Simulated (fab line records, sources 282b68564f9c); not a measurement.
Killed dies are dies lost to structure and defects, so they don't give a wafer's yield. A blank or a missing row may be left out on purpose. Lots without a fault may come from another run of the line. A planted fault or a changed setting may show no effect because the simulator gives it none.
fab line records | flow rit_cmos
record lots=14 wafers=42 last_day=8
route steps=202 shown PWELL@48
lots that met no fault: from a run of the same line without faults
start_h: hours from the record's first day to the start of the lot's first wafer shown | wait_h: hours since the lot's step before | " the same as in the row above | L1.1+2: a row that stands for several wafers | - no value, or no start given | * or withheld: withheld | < > ~ a bound
route shown NAME@n: a module of which the file shows steps, and the number in the route of the first | usual: mean/standard deviation of fault-free wafers | same: alike in all rows | chamber/n: place in a boat | sites: the reading at each site | _std_site: their standard deviation | _edge_site: outer sites' mean less inner sites' | radius_mm: how far each site lies from the wafer's centre | mask NAME#n: copy n | behind: the tool/chamber that last shaped the wafer | hold: why the lot was held/for how many hours/how that ended | device: the transistor (n, p or np) that didn't switch | end of line: the same wafers' tests at the end of the route | a step without rows: its recipe alone | killed: dies lost to structure and defects at the first sort, not the wafer's yield | map: a wafer's dies, x killed, . not, _ none there
set.NAME: the setting as run; set.NAME@STEP: as run at that earlier step | model.NAME: the simulator's own value behind a step, which no gauge read
steps of the route over a sample of lots; a table a step, a row a wafer
services: from which hour (start_h, from the record's first day; less than 0 if before it) a tool's chamber was out of use, for how many hours, and why
## steps
# step RIT_PWELL_STRIP_09
# recipe chemistry=O2 time_s=180 resist=NOVOLAK platen_temp_c=withheld power_w=500 pressure_mtorr=4000 o2_flow_sccm=4000
# usual drypump_motor_current_A=5.7/0.56 o2_flow_sccm=4000/13
# columns lot.wafer tool chamber start_h wait_h drypump_motor_current_A o2_flow_sccm rf_hours_counter_h
L618.1 plasma_asher-04 1 26.86 0.1 5.6 3996 38
L618.2 " 0 " " 5.9 4006 38
L618.4 " 1 " " 5.6 3999 -
L619.2 plasma_asher-02 0 32.77 0.1 5.1 4015 40
L619.4 " 0 " " 5.1 3996 -
L619.6 " 0 " " 5.1 3994 -
L620.2 plasma_asher-04 1 38.82 0.1 5.6 3992 39
L620.3 " 1 " " 5.6 3984 -
L620.6 " 1 " " 5.6 3989 -
L622.2 plasma_asher-04 1 47.77 0.1 5.6 3971 40
L622.3 " 0 " " 5.9 4010 -
L622.6 " 1 " " 5.6 3996 -
L623.3 plasma_asher-04 0 51.50 0.1 5.9 3989 -
L623.4 " 1 " " 5.6 3982 -
L623.5 " 0 " " 5.9 3994 -
L626.1 plasma_asher-02 1 66.70 0.1 6.6 3988 44
L626.5 " 0 " " 5.1 3999 -
L626.6 " 1 " " 6.6 4017 -
L627.1 plasma_asher-02 1 70.90 0.1 6.6 4010 44
L627.3 " 0 " " 5.1 4006 -
L627.5 " 1 " " 6.6 4034 -
L629.2 plasma_asher-02 1 82.66 0.1 6.6 4003 45
L629.5 " 0 " " 5.1 4000 -
L629.6 " 1 " " 6.6 4003 -
L633.4 plasma_asher-02 0 100.92 0.1 5.1 3988 -
L633.5 " 0 " " 5.1 3993 -
L633.6 " 1 " " 6.6 4002 -
L634.2 plasma_asher-02 1 107.43 0.1 6.6 3997 48
L634.5 " 1 " " 6.6 4009 -
L634.6 " 0 " " 5.1 4018 -
L635.1 plasma_asher-04 0 110.08 0.1 5.9 4796 47
L635.3 " 0 " " 5.9 4797 -
L635.6 " 1 " " 5.7 4010 -
L637.1 plasma_asher-04 0 133.37 0.1 5.9 4779 49
L637.3 " 0 " " 5.9 4807 -
L637.4 " 1 " " 5.6 3989 -
L640.1 plasma_asher-02 0 138.32 0.1 5.1 4016 1
L640.4 " 1 " " 6.6 4009 -
L640.6 " 0 " " 5.1 3993 -
L641.1 plasma_asher-02 0 147.18 0.1 5.1 3981 2
L641.2 " 1 " " 6.6 3988 2
L641.5 " 0 " " 5.1 4002 -
## services
# columns tool chamber start_h hours kind
plasma_asher-04 - 5.19 4.1 repair
plasma_asher-02 - 108.75 9.0 pm
plasma_asher-02 0 108.75 11.4 vent_cycle
plasma_asher-02 1 108.75 11.4 vent_cycle
plasma_asher-02 - 116.00 4.1 repair
plasma_asher-02 0 117.75 - clean
plasma_asher-02 1 117.75 - clean
## key
first_sign step=RIT_PWELL_STRIP_09 reading=o2_flow_sccm direction=up sigmas=61 usual=4000 struck=4795
effect none on later readings
met_at RIT_PWELL_STRIP_09
struck_lots L635,L637
struck_wafers L635.1,L635.3,L637.1,L637.3
tester_left_out L635,L637
onset_between 51.50 110.08
fault kind=process_parameter_drift tool=plasma_asher-04 chamber=0 onset_h=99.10 steps=RIT_PWELL_STRIP_09 channel=o2_flow_sccm offset=800 shape=step end_h=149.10 acts_in=these_recipes_only stated=4000
# tester_left_out: of these lots the tester's yield and bins aren't shown, on N5 and GAA mostly nor the transistor test; their killed dies are dies lost to structure and defects alone, not to doping, threshold or leakage, so they don't give the yield
